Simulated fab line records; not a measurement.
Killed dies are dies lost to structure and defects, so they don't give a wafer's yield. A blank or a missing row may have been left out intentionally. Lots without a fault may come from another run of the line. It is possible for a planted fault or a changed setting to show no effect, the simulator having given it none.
What tool caused it? :: flow rit-cmos :: 7 lots with 21 wafers sampled at 2 steps, on a route of 202 steps

== WHAT THE GAUGES READ, wafer by wafer ==
RIT_ACTIVE_THK_MEAS_02.
lot: L654
measured: day 1 17:03
on: film-metro-03
ACTIVE_OXIDE_THK (nm): 46.4 47.3 47.0

lot: L656
measured: day 2 03:14
on: film-metro-04
ACTIVE_OXIDE_THK (nm): 45.3 46.3 45.9

lot: L659
measured: day 2 18:04
on: film-metro-03
ACTIVE_OXIDE_THK (nm): 47.0 47.1 47.5

lot: L661
measured: day 3 04:03
on: film-metro-03
ACTIVE_OXIDE_THK (nm): 47.2 46.9 47.8

lot: L665
measured: day 4 00:05
on: film-metro-03
ACTIVE_OXIDE_THK (nm): 47.7 47.3 47.5

lot: L667
measured: day 4 10:03
on: film-metro-03
ACTIVE_OXIDE_THK (nm): 53.7 54.1 53.4 53.7 54.1 53.4

lot: L669
measured: day 4 20:04
on: film-metro-04
ACTIVE_OXIDE_THK (nm): 47.3 46.5 46.1

== WHAT TOOL EACH LOT RAN ON (gives the tool, then ch and the chambers of the sampled wafers, and finally the start) ==
lot: L654
RIT_ACTIVE_OXIDATION_01: furnace-04 ch 0, day 1 15:07

lot: L656
RIT_ACTIVE_OXIDATION_01: furnace-02 ch 0, day 2 01:18

lot: L659
RIT_ACTIVE_OXIDATION_01: furnace-04 ch 0, day 2 16:07

lot: L661
RIT_ACTIVE_OXIDATION_01: furnace-02 ch 0, day 3 02:07

lot: L665
RIT_ACTIVE_OXIDATION_01: furnace-04 ch 0, day 3 22:07

lot: L667
RIT_ACTIVE_OXIDATION_01: furnace-04 ch 0, day 4 08:07

lot: L669
RIT_ACTIVE_OXIDATION_01: furnace-02 ch 0, day 4 18:07
- RIT_ACTIVE_OXIDATION_01: target thk 46.8 nm, ox time 3360 s.

== THE ANSWER, worked out from the rows above alone ==
Rule: the lots themselves supply what counts as usual. The widest of any qualifying gaps counts: lots, ordered by their means at a reading, are off when they make up no more than a third of the lots, leave a main group of 4 or more, and stand apart from it by 3 or more times the standard deviation of that group's means. Not used: any main group whose means are identical at the precision the tables above print for the reading. Also off: a lot with no number at a reading for which 4 or more lots have one. Any other lot the step has rows for is counted as sound.
Off: L667, at RIT_ACTIVE_THK_MEAS_02 (ACTIVE_OXIDE_THK). For the main group the mean is 46.9 nm and the standard deviation 0.55.
A tool fits if, at a process step before that reading, it ran every lot that is off, and no sound lot after the first of them. Those tools and the gauges at RIT_ACTIVE_THK_MEAS_02 are tried in the same way. Undecided on this evidence; 2 tools fit (furnace-04 at RIT_ACTIVE_OXIDATION_01, film-metro-03 at RIT_ACTIVE_THK_MEAS_02).

== WHAT THE SIMULATOR PUT IN ==
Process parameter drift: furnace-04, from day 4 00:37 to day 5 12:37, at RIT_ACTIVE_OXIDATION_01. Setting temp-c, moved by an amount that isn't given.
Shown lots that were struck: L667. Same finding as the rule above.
